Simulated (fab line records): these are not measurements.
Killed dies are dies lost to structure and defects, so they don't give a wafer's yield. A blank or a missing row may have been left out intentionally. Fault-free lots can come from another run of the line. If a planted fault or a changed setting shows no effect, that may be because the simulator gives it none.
Split-lot trial	flow rit_cmos	route with 202 steps; 5 lots, 23 wafers read

ABOUT THE SPLIT
At RIT_PRETRO_IMPLANT_08, the setting energy_kev was moved away from the recipe's 45 on 7 of the 23 wafers read, by -5.5% to -3.8%. The other wafers ran this setting at the recipe's value.

The reading is taken at the split's own step.

THE READING
implant.drp_nm (the simulator's own value, which no gauge read), in nm, at RIT_PRETRO_IMPLANT_08. There is no usual value for it anywhere in the file.

wafer	tool, chamber at the split	energy_kev as run	against the recipe	implant.drp_nm, nm	against lot-mates on the recipe
L074.1	implanter-02, 0	42.54	-5.5%	53.25	-1.82
L074.4	implanter-02, 0	42.54	-5.5%	53.25	-1.82
L074.3	implanter-02, 0	45	recipe	55.07	-
L074.5	implanter-02, 0	45	recipe	55.07	-
L074.6	implanter-02, 0	45	recipe	55.07	-
L078.2	implanter-03, 0	45	recipe	55.07	-
L078.4	implanter-03, 0	45	recipe	55.07	-
L078.6	implanter-03, 0	45	recipe	55.07	-
L079.1	implanter-02, 0	43.17	-4.1%	53.72	-1.35
L079.3	implanter-02, 0	43.17	-4.1%	53.72	-1.35
L079.4	implanter-02, 0	43.17	-4.1%	53.72	-1.35
L079.2	implanter-02, 0	45	recipe	55.07	-
L079.5	implanter-02, 0	45	recipe	55.07	-
L081.1	implanter-02, 0	45	recipe	55.07	-
L081.2	implanter-02, 0	45	recipe	55.07	-
L081.5	implanter-02, 0	45	recipe	55.07	-
L081.4	implanter-02, 0	43.3	-3.8%	53.82	-1.25
L081.6	implanter-02, 0	43.3	-3.8%	53.82	-1.25
L084.1	implanter-04, 0	45	recipe	55.07	-
L084.2	implanter-04, 0	45	recipe	55.07	-
L084.3	implanter-04, 0	45	recipe	55.07	-
L084.4	implanter-04, 0	45	recipe	55.07	-
L084.6	implanter-04, 0	45	recipe	55.07	-

FIT RESULTS
A straight line over all 23 wafers: implant.drp_nm changes by +0.332 nm for each +1% of energy_kev; r = +1.00; the points scatter about the line by 0.002 nm.
The same after taking each lot's own level away (the mean of its wafers on the recipe; 23 wafers): +0.332 nm for each +1%; r = +1.00; scatter 0.002 nm.
On that fit, the largest move of energy_kev shifts the reading by 1.8 nm.
The lots' own levels span 55.070 to 55.070 nm.
The two slopes are in agreement: the lot-to-lot level therefore moves the slope only a little.
Check: for one of the wafers moved furthest among these (-5.5%), held out of the fit, the line's prediction against its lot-mates is -1.81 nm. Against them it came out at -1.82 nm.

OTHER SPLITS ON THESE WAFERS
Note: prior to the reading, these wafers also went through further splits. Each is held against what the fit with the lots' levels taken away leaves over:
other split on the same wafers	wafers away from the commonest value	r with implant.drp_nm (lot level and that fit taken away)
RIT_NWELL_COAT_01 spin_rpm	5	+0.00
RIT_NWELL_IMPLANT_08 energy_kev	9	+0.17
RIT_PWELL_IMPLANT_08 dose_cm2	8	+0.35
RIT_NRETRO_SOFTBAKE_02 temp_c	8	-0.38

THE WHOLE CHAIN: every reading that the file lists as answering this split, in the file's order
step	what it does	reading	change (the file's fit)	r (the file's)
RIT_PRETRO_IMPLANT_08		implant.rp_nm (the simulator's own value, which no gauge read)	+1.34 nm for each +1% of the setting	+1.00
RIT_PRETRO_IMPLANT_08		implant.drp_nm (the simulator's own value, which no gauge read)	+0.332 nm for each +1% of the setting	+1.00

THE FILE'S OWN FIT
implant.drp_nm changes by +0.332 nm for each +1% of energy_kev, r = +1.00.
